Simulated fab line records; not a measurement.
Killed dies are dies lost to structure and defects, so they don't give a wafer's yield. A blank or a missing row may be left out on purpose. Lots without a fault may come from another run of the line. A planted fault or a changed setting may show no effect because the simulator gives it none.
Which tool is to blame? -- flow rit-cmos -- Sampling: 7 lots, 21 wafers, 2 of 202 route steps

## WHAT THE GAUGES SHOWED, per wafer
RIT_ACTIVE_THK_MEAS_02.
lot,measured,on,ACTIVE_OXIDE_THK (nm)
L145,day 1 22:40,film-metro-02,46.0 46.4 47.1
L147,day 2 09:23,film-metro-04,46.8 46.6 45.8
L149,day 2 18:03,film-metro-03,46.8 47.4 47.3
L152,day 3 09:56,film-metro-04,41.3 41.2 41.1
L157,day 4 11:04,film-metro-03,41.9 41.4 41.2
L161,day 5 06:17,film-metro-03,44.7 44.7 45.4
L165,day 6 02:04,film-metro-02,47.6 47.3 47.0

## EACH LOT AND THE TOOL THAT RAN IT (in order: tool; ch and the chambers of the sampled wafers; start)
lot,RIT_ACTIVE_OXIDATION_01
L145,"furnace-01 ch 0, day 1 20:44"
L147,"furnace-01 ch 0, day 2 07:27"
L149,"furnace-01 ch 0, day 2 16:07"
L152,"furnace-01 ch 0, day 3 08:01"
L157,"furnace-01 ch 0, day 4 09:08"
L161,"furnace-04 ch 0, day 5 04:21"
L165,"furnace-04 ch 0, day 6 00:07"
- RIT_ACTIVE_OXIDATION_01: target thk 46.8 nm, ox time 3360 s.

## THE ANSWER, worked out from the rows above alone
Rule: the usual values come from the lots themselves. Put in order of their means at a reading, lots are off if they are a third of the lots or fewer, leave a main group of 4 or more, and stand apart from it by a gap of 3 or more times the standard deviation of the main group's means; of several such gaps the widest counts. If all means in a main group match to the digits the tables above print for the reading, that group is not used. A lot without any number at a reading at which 4 lots or more have one is off too. Any other lot the step has rows for is counted as sound.
Off: L152, L157, at RIT_ACTIVE_THK_MEAS_02 (ACTIVE_OXIDE_THK). The main group has a mean of 46.5 nm with a standard deviation of 0.84.
A tool fits if, at a process step before that reading, it ran every lot that is off, and no sound lot after the first of them. Gauges at RIT_ACTIVE_THK_MEAS_02: tried the same way as those tools. One candidate fits, namely furnace-01 at RIT_ACTIVE_OXIDATION_01. A fault onset in the window from L149 (day 2 16:07, its last sound lot) to L152 (day 3 08:01, its first lot off) fits.

## WHAT THE SIMULATOR HAD INSERTED
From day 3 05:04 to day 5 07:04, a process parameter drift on furnace-01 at RIT_ACTIVE_OXIDATION_01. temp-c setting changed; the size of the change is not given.
Lots struck among those shown: L152, L157. The rule given above showed the same thing.
